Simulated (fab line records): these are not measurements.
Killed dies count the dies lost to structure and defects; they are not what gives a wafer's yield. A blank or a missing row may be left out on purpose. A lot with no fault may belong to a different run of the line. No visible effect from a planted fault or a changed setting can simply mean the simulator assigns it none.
A struck lot beside a sound one ; flow berkeley-cmos170 ; 20 steps out of a route of 331
Sound: the wafers L106.2, L106.5, L106.6. The struck wafers were L102.1, L102.2, L102.4. Last of all comes the cause.
Order at every step that has rows: each side's tool, ch and its chambers, its first start. Under that, the readings that differ: sound wafers ; struck wafers ; difference of the means ; sigmas: that difference in standard deviations of wafers without a fault.
alike: readings whose means differ by less than 2 such deviations, and words and numbers that are the same on both sides. not compared: withheld readings, readings that some wafer has no value for, bounds like >300 that may hide the same value, and numbers for which the record gives no deviation and whose values overlap.
A row with sigmas, a row that says differs or no value, or rows on one side alone: a step with any of these is where the two part. Non-overlapping numbers with no deviation appear without sigmas and do not part them. Lack of a reading on every wafer of one side parts them only where that side has two or more wafers.

UCB170_M2_SPUTTER_01: material Al, target thk 900 nm, time 120 s.
  struck on pvd-sputter-02, day 12 12:53; sound on pvd-sputter-03, day 13 05:11
  alike: cathode-dc-power-W, throttle-valve-pct
UCB170_M2_RS_MEAS_02: measures by four-point-probe.
  struck on film-metro-04, day 12 12:59; sound on film-metro-03, day 13 05:17
reading;sound;struck;difference;sigmas
M2_AL_RS (ohm/sq);0.0312 0.0314 0.0317;0.0327 0.0324 0.0328;+0.0012;+4
UCB170_M2_THK_MEAS_03: measures by xrf.
  struck on film-metro-04, day 12 13:06; sound on film-metro-03, day 13 05:24
reading;sound;struck;difference;sigmas
M2_AL_THK (nm);917 915 905;866 874 861;-45;-4
then, 3 steps without rows for these wafers: UCB170_M2_HMDS_04 (prime time 60 s); UCB170_M2_COAT_05 (resist thk 900 nm); UCB170_M2_SOFTBAKE_06 (time 60 s).
UCB170_M2_STRIP_07: strips in O2.
  sound on plasma-asher-03 ch 0,1, day 13 05:54; struck on plasma-asher-04 ch 0,1, day 12 13:51
  alike: drypump-motor-current-A, oes-product-au, strip-time-to-endpoint-s
  not compared: rf-hours-counter-h
then, 5 steps without rows for these wafers: UCB170_M2_STRIP_08 (strips KrF in DMSO, time 600 s); UCB170_M2_COAT_09; UCB170_M2_COAT_10 (resist thk 900 nm); UCB170_M2_SOFTBAKE_11 (time 60 s); UCB170_M2_EXPOSE_12 (exposes mask METAL2, target cd 700 nm).
UCB170_M2_PEB_13:
  sound on litho-track-04 ch 0, day 13 06:55; struck on litho-track-03 ch 0, day 12 14:51
reading;sound;struck;difference;sigmas
heater-power-total-W (W);56.82 56.77 56.80;46.19 46.16 46.18;-10.62;-99 or more
plate-temp-C (C);129.84 130.00 130.03;111.22 111.07 111.14;-18.81;-99 or more
then, 1 step without rows for these wafers: UCB170_M2_DEVELOP_14 (develop time 45 s).
UCB170_M2_CD_MEAS_15 targets a cd of 700 nm.
  struck on cd-sem-01, day 12 15:07; sound on cd-sem-02, day 13 07:11
reading;sound;struck;difference;sigmas
cd-nm (nm);697.9 698.5 698.5;955.4 955.1 954.1;+256.6;+99 or more
UCB170_M2_OVL_MEAS_16:
  struck on overlay-02, day 12 15:14; sound on overlay-02, day 13 07:17
reading;sound;struck;difference;sigmas
M2_OVL (nm);3 0 10;-12 -8 -6;-13;-2
UCB170_M2_ETCH_17: etches BARC in N2/H2.
  sound on rie-diel-01 ch 0,1,3, day 13 07:19; struck on rie-diel-01 ch 1,2,3, day 12 15:17
reading;sound;struck;difference;sigmas
model.M2.cd-nm (nm);698.3 698.9 697.8;956.4 954.9 955.3;+257.2;
  alike: drypump-motor-current-A, oes-product-au, rf-fwd-power-W, throttle-valve-pct
UCB170_M2_METAL_ETCH_18: etches Al in Cl2/BCl3, stops on SiO2, target depth 1170 nm, time 195 s.
  sound on rie-metal-02 ch 1, day 13 07:25; struck on rie-metal-03 ch 0,1, day 12 15:19
reading;sound;struck;difference;sigmas
model.M2.cd-nm (nm);701.4 698.5 701.9;961.9 951.5 960.6;+257.4;
  alike: drypump-motor-current-A, mfc-cl2-sccm, oes-product-au, rf-fwd-power-W, throttle-valve-pct
  not compared: rf-hours-counter-h
UCB170_M2_STRIP_19: strips in O2.
  sound on plasma-asher-03 ch 0,1, day 13 07:44; struck on plasma-asher-03 ch 0,1, day 12 15:31
  alike: drypump-motor-current-A, oes-product-au
  not compared: rf-hours-counter-h
UCB170_M3_PROBE_99:
  rows exist in the record for the sound wafers here (prober-02, day 13 18:02), none for the struck ones

WHERE THEY PART
Last at UCB170_M3_PROBE_99 as far as this record goes, first at UCB170_M2_RS_MEAS_02.

WHY: what the simulator had put in
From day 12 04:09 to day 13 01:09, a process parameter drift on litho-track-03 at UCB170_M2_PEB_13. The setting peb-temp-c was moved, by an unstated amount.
